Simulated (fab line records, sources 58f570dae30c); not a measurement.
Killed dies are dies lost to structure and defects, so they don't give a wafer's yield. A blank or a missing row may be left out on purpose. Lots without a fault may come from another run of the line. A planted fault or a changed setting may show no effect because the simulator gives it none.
Which tool did it? | flow berkeley_cmos170 | 7 lots, 21 wafers sampled, at 2 steps of a route of 331

WHAT THE GAUGES READ, wafer by wafer
UCB170_V2_CD_MEAS_12: target cd 700 nm.
lot  | measured     | on        | cd_nm (nm)
L815 | day 7 15:53  | cd_sem-01 | 701.9 701.4 701.0
L817 | day 7 22:40  | cd_sem-01 | 724.5 725.8 725.5
L820 | day 8 17:13  | cd_sem-02 | 699.9 700.5 699.5
L830 | day 11 05:11 | cd_sem-02 | 701.5 701.5 701.6
L832 | day 11 19:47 | cd_sem-01 | 699.3 698.8 698.3
L834 | day 12 02:42 | cd_sem-01 | 702.7 702.5 701.3
L837 | day 12 23:25 | cd_sem-01 | 700.4 700.0 699.5

WHICH TOOL RAN EACH LOT (tool, then ch and the chambers of the sampled wafers, then the start)
lot  | UCB170_V2_PEB_10
L815 | litho_track-02 ch 0, day 7 15:37
L817 | litho_track-04 ch 0, day 7 22:24
L820 | litho_track-03 ch 0, day 8 16:57
L830 | litho_track-03 ch 0, day 11 04:55
L832 | litho_track-02 ch 0, day 11 19:31
L834 | litho_track-02 ch 0, day 12 02:25
L837 | litho_track-04 ch 0, day 12 23:08
- UCB170_V2_PEB_10

THE ANSWER, worked out from the rows above alone
Rule: what is usual is taken from the lots themselves. Put in order of their means at a reading, lots are off if they are a third of the lots or fewer, leave a main group of 4 or more, and stand apart from it by a gap of 3 or more times the standard deviation of the main group's means; of several such gaps the widest counts. A main group whose means are all the same, to the digits that the tables above print for the reading, isn't used. A lot without any number at a reading at which 4 lots or more have one is off too. The other lots that the step has rows for count as sound.
Off: L817, at UCB170_V2_CD_MEAS_12 (cd_nm). The main group: mean 700.6 nm, standard deviation 1.2.
A tool fits if, at a process step before that reading, it ran every lot that is off, and no sound lot after the first of them. The gauges at UCB170_V2_CD_MEAS_12 are tried like those tools. None of those tried fits.

WHAT THE SIMULATOR HAD PUT IN
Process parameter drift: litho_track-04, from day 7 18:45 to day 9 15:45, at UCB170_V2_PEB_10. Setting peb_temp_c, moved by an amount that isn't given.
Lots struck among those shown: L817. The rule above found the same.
